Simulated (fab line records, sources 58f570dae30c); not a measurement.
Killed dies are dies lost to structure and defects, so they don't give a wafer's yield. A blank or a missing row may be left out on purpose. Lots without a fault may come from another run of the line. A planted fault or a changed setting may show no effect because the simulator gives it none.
Which tool did it? | flow berkeley_cmos170 | 7 lots, 21 wafers sampled, at 2 steps of a route of 331

WHAT THE GAUGES READ, wafer by wafer
UCB170_V1_THK_MEAS_04.
lot  | measured     | on            | V1_POLISHED_THK (nm)
L247 | day 7 07:55  | film_metro-01 | 1003.4 999.6 1001.6
L252 | day 8 15:11  | film_metro-02 | 1000.1 1001.4 1000.3
L259 | day 9 02:23  | film_metro-04 | 999.3 1002.6 1000.6
L262 | day 9 22:32  | film_metro-01 | 1000.8 1002.9 1000.7
L263 | day 10 08:39 | film_metro-02 | 1001.6 1000.4 1000.4
L266 | day 11 22:31 | film_metro-04 | 1002.0 999.9 1001.7
L267 | day 12 08:56 | film_metro-01 | 1001.9 1000.7 1002.3

WHICH TOOL RAN EACH LOT (tool, then ch and the chambers of the sampled wafers, then the start)
lot  | UCB170_V1_CMP_02
L247 | cmp-02 ch 0,3, day 7 07:29
L252 | cmp-01 ch 0,1,3, day 8 14:49
L259 | cmp-01 ch 1,2,3, day 9 02:03
L262 | cmp-02 ch 0,3, day 9 22:05
L263 | cmp-01 ch 2,3, day 10 08:17
L266 | cmp-01 ch 2,3, day 11 22:05
L267 | cmp-01 ch 0,1, day 12 08:34
- UCB170_V1_CMP_02: polishes SiO2.

THE ANSWER, worked out from the rows above alone
Rule: what is usual is taken from the lots themselves. Put in order of their means at a reading, lots are off if they are a third of the lots or fewer, leave a main group of 4 or more, and stand apart from it by a gap of 3 or more times the standard deviation of the main group's means; of several such gaps the widest counts. A main group whose means are all the same, to the digits that the tables above print for the reading, isn't used. A lot without any number at a reading at which 4 lots or more have one is off too. The other lots that the step has rows for count as sound.
No lot is off at any reading shown: from this, nothing can be told.

WHAT THE SIMULATOR HAD PUT IN
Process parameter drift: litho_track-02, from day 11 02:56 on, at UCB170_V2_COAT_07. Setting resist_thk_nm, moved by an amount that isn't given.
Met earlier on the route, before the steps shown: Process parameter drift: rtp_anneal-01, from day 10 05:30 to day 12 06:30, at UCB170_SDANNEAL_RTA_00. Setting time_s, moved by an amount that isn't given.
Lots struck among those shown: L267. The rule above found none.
